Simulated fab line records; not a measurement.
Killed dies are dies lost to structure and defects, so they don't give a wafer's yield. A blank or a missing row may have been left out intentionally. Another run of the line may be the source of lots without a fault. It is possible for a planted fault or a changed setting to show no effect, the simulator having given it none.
Split-lot experiment | flow berkeley cmos170 | on a route of 331 steps: 5 lots, 23 wafers read

THE SPLIT ITSELF
At UCB170_PLDD_COAT_01 (resist thk 900 nm), the setting spin rpm was moved away from the recipe's 1500 rpm on 4 of the 23 wafers read, by -3.5% to -2.9%. For the rest of the wafers, this setting stayed at what the recipe calls for.

Reading taken at the split's own step.

THE READING
KrF_of_PLDD_COAT_01.thk nm (the simulator's own value, which no gauge read), in nm, at UCB170_PLDD_COAT_01 (resist thk 900 nm). The file gives no usual value for it. Here, 19 wafers ran the recipe; their average is 898.8 nm with a standard deviation of 2.4 nm.

wafer  | tool, chamber at the split | spin rpm as run, rpm | against the recipe | KrF_of_PLDD_COAT_01.thk nm, nm | against lot-mates on the recipe
L074.3 | litho track-03, 0          | 1500                 | recipe             | 900.8                          | -
L074.4 | litho track-03, 0          | 1500                 | recipe             | 900.7                          | -
L074.5 | litho track-03, 0          | 1500                 | recipe             | 900.1                          | -
L075.2 | litho track-02, 0          | 1500                 | recipe             | 900.2                          | -
L075.5 | litho track-02, 0          | 1500                 | recipe             | 900.2                          | -
L075.3 | litho track-02, 0          | 1500                 | recipe             | 896.6                          | -
L075.4 | litho track-02, 0          | 1500                 | recipe             | 895.7                          | -
L075.6 | litho track-02, 0          | 1500                 | recipe             | 898.4                          | -
L076.1 | litho track-03, 0          | 1500                 | recipe             | 901.4                          | -
L076.3 | litho track-03, 0          | 1500                 | recipe             | 899.1                          | -
L076.4 | litho track-03, 0          | 1448                 | -3.5%              | 916.9                          | +15.9
L076.5 | litho track-03, 0          | 1448                 | -3.5%              | 916.7                          | +15.7
L076.6 | litho track-03, 0          | 1500                 | recipe             | 902.5                          | -
L083.1 | litho track-02, 0          | 1500                 | recipe             | 898.2                          | -
L083.2 | litho track-02, 0          | 1500                 | recipe             | 897.3                          | -
L083.3 | litho track-02, 0          | 1500                 | recipe             | 892.5                          | -
L083.5 | litho track-02, 0          | 1500                 | recipe             | 898.7                          | -
L083.6 | litho track-02, 0          | 1500                 | recipe             | 894.9                          | -
L081.1 | litho track-02, 0          | 1500                 | recipe             | 900.8                          | -
L081.2 | litho track-02, 0          | 1456                 | -2.9%              | 913.6                          | +13.9
L081.4 | litho track-02, 0          | 1456                 | -2.9%              | 914.5                          | +14.8
L081.5 | litho track-02, 0          | 1500                 | recipe             | 898.7                          | -
L081.6 | litho track-02, 0          | 1500                 | recipe             | 899.5                          | -

THE FIT
A straight line over all 23 wafers: KrF_of_PLDD_COAT_01.thk nm changes by -5.21 nm for each +1% of spin rpm; r = -0.95; the points scatter about the line by 2.3 nm.
The same after taking each lot's own level away (the mean of its wafers on the recipe; 23 wafers): -4.7 nm for each +1%; r = -0.97; scatter 1.6 nm.
On that fit, the largest move of spin rpm shifts the reading by 16 nm.
The lots' own levels span 896.32 to 901.00 nm, that is 1.9 times the standard deviation above.
In other words, the slope is changed by the lot-to-lot level; the two fits disagree.
Check: +16.5 nm against its lot-mates is what the line predicts for one of the wafers moved furthest among these (-3.5%) when that wafer is left out of the fit. It came out at +15.9 nm against them.

OTHER SPLITS ON THESE WAFERS
Before the reading, these wafers also passed through other splits. Each is held against what the fit with the lots' levels taken away leaves over:
other split on the same wafers      | wafers away from the commonest value | r with KrF_of_PLDD_COAT_01.thk nm (lot level and that fit taken away)
UCB170_NWELL_CVD_04 pressure mtorr  | 15                                   | -0.04
UCB170_NWELL_PEB_10 peb temp c      | 7                                    | +0.02
UCB170_PWELL_IMPLANT_15 dose cm2    | 8                                    | -0.37
UCB170_ACTIVE_COAT_08 resist thk nm | 9                                    | +0.06
UCB170_ACTIVE_SOFTBAKE_09 time s    | 10                                   | +0.07
UCB170_NVT_IMPLANT_07 energy kev    | 9                                    | +0.20

FILE'S OWN FIT
KrF_of_PLDD_COAT_01.thk nm changes by -4.69 nm for each +1% of spin rpm, r = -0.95.
